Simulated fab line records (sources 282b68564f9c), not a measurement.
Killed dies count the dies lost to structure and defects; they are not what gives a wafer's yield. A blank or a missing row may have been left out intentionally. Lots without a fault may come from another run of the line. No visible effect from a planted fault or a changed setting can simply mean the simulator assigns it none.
A struck lot beside a sound one | flow rit_cmos | 15 steps out of a route of 202
Sound: wafers L779.1, L779.2, L779.6. Wafers struck: L783.1, L783.2, L783.4. Last of all comes the cause.
For every step that has rows: the tool of each side, followed by ch and its chambers, followed by its first start. Under that, the readings that differ: sound wafers | struck wafers | difference of the means | sigmas: that difference in standard deviations of wafers without a fault.
alike: readings with means less than 2 such deviations apart, plus words and numbers identical on both sides. not compared: withheld readings, readings lacking a value on some wafer, bounds such as >300 that could conceal the same value, and numbers that have no deviation in the record and whose values overlap.
A row with sigmas, a row that says differs or no value, or rows on one side alone: a step with any of these is where the two part. Non-overlapping numbers with no deviation appear without sigmas and do not part them. A reading that every wafer of one side lacks parts them only if that side has two wafers or more.

RIT_GATE_THK_MEAS_07:
  struck on film_metro-01, day 4 03:54; sound on film_metro-01, day 3 10:44
  alike: GATE_OXIDE_THK
then, 1 step without rows for these wafers: RIT_GATE_CVD_08 (deposits poly-Si from SiH4, target thk 250 nm, time 2220 s).
RIT_GATE_THK_MEAS_09:
  struck on film_metro-01, day 4 05:52; sound on film_metro-03, day 3 16:00
  alike: GATE_POLY_THK
then, 6 steps without rows for these wafers: RIT_GATE_HMDS_10 (prime time 60 s); RIT_GATE_COAT_11 (resist thk 850 nm); RIT_GATE_SOFTBAKE_12 (time 60 s); RIT_GATE_EXPOSE_13 (exposes mask M6, target cd 150 nm); RIT_GATE_PEB_14; RIT_GATE_DEVELOP_15 (develop time 50 s).
RIT_GATE_CD_MEAS_16 targets a cd of 150 nm.
  struck on cd_sem-01, day 4 06:56; sound on cd_sem-02, day 3 17:02
  alike: cd_nm
RIT_GATE_OVL_MEAS_17:
  struck on overlay-02, day 4 07:04; sound on overlay-01, day 3 17:10
  alike: GATE_OVL
then, 1 step without rows for these wafers: RIT_GATE_HARDBAKE_18 (time 60 s).
RIT_GATE_ETCH_19: etches poly-Si in SF6/CHF3/O2, stops on SiO2, time 165 s, target depth 312.5 nm.
  sound on rie_si-02 ch 2,3, day 3 17:20; struck on rie_si-02 ch 0,2,3, day 4 07:15
  reading                                   | sound             | struck            | difference | sigmas
  oes_product_au (a.u.)                     | 0.831 0.826 0.829 | 1.014 0.974 0.988 | +0.163     | +11
  run_length_s (s)                          | 192.7 192.2 192.8 | 151.7 151.8 153.0 | -40.4      | -82
  model.NOVOLAK_of_GATE_COAT_11.thk_nm (nm) | 665.8 663.6 663.7 | 683.6 683.2 683.5 | +19.1      |
  model.etch.depth_nm (nm)                  | 246.7 247.1 248.2 | 240.8 231.7 235   | -11.5      |
  model.GATE.feature_depth_nm (nm)          | 246.7 247.1 248.2 | 240.8 231.7 235   | -11.5      |
  alike: drypump_motor_current_A, throttle_valve_pct
  not compared: rf_hours_counter_h
RIT_GATE_STRIP_20: strips in O2, time 180 s.
  sound on plasma_asher-04 ch 0,1, day 3 17:27; struck on plasma_asher-03 ch 0,1, day 4 07:22
  alike: drypump_motor_current_A, o2_flow_sccm
  not compared: rf_hours_counter_h
RIT_M1_PROBE_99:
  struck on prober-02, day 5 04:48; sound on prober-02, day 4 14:29
  reading             | sound | struck      | difference | sigmas
  killed_at_front_end | 4 2 5 | 215 264 232 | +233       | +78
  killed_dies         | 4 2 5 | 215 264 232 | +233       | +78
  killed_on_rim       | 1 0 1 | 56 70 70    | +65        | +54
  alike: killed_at_contacts, killed_open, killed_short

## WHERE THEY PART
Earliest at RIT_GATE_ETCH_19; latest, in this record, at RIT_M1_PROBE_99.

WHY: what the simulator had put in
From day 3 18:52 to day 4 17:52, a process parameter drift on rie_si-02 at RIT_GATE_ETCH_19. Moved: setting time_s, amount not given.
